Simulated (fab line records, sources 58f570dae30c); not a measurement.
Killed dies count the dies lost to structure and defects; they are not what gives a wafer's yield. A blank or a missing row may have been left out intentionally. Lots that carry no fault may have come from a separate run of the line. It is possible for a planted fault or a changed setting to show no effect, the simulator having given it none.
Chamber matching + flow berkeleyCmos170 + cmp-02 running UCB170_V2_CMP_02: 4 sister chambers
The step polishes SiO2. 18 wafers are shown with their chamber, then 9 later ones without.

EACH WAFER AND ITS CHAMBER
| wafer  | chamber | motorCurrentA (A) |
|--------|---------|-------------------|
| L360.2 | 0       | 14.3              |
| L360.5 | 3       | 16.8              |
| L360.6 | 0       | 14.1              |
| L363.2 | 2       | 18.4              |
| L363.3 | 3       | 15.9              |
| L363.4 | 1       | 12.9              |
| L362.1 | 0       | 14.2              |
| L362.2 | 2       | 17.3              |
| L362.3 | 1       | 13.7              |
| L361.4 | 3       | 16.6              |
| L361.5 | 1       | 13.1              |
| L361.6 | 2       | 17.9              |
| L365.3 | 1       | 13.3              |
| L365.4 | 2       | 17.5              |
| L365.6 | 0       | 14.1              |
| L366.1 | 2       | 18.2              |
| L366.3 | 1       | 13.0              |
| L366.6 | 0       | 14.4              |

SIGNATURES (averages over the wafers above)
| reading       | chamber 0 | chamber 1 | chamber 2 | chamber 3 | scatter within a chamber |
|---------------|-----------|-----------|-----------|-----------|--------------------------|
| motorCurrentA | 14.220    | 13.200    | 17.860    | 16.433    | 0.355                    |
Rule: distance of a wafer from a chamber = root of the sum over the readings of ((wafer's reading minus chamber's mean) / reading's scatter) squared. The wafer belongs to the nearest chamber; if the next one is less than 2 further off, it can't be placed. The scatter: the root of (the sum of the squares of (reading less its chamber's mean) over the shown wafers, divided by (wafers less chambers)).

WAFERS WITH NO CHAMBER GIVEN
| wafer  | motorCurrentA (A) |
|--------|-------------------|
| L367.1 | 16.7              |
| L367.2 | 17.9              |
| L367.6 | 16.7              |
| L369.1 | 18.3              |
| L369.2 | 13.2              |
| L369.5 | 15.6              |
| L378.1 | 16.0              |
| L378.2 | 14.1              |
| L378.5 | 13.2              |

EACH ONE'S CHAMBER
| wafer  | from the rows above     | in truth                   |
|--------|-------------------------|----------------------------|
| L367.1 | 3                       | 3                          |
| L367.2 | 2                       | 2                          |
| L367.6 | 3                       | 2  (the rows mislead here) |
| L369.1 | 2                       | 2                          |
| L369.2 | 1                       | 1                          |
| L369.5 | can't be placed: 3 or 0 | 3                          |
| L378.1 | 3                       | 3                          |
| L378.2 | 0                       | 0                          |
| L378.5 | 1                       | 1                          |
Correctly placed: 7 of 9. Unplaceable from these rows: 1, with the true chamber sitting among the candidates in 1. Wrongly placed: 1.
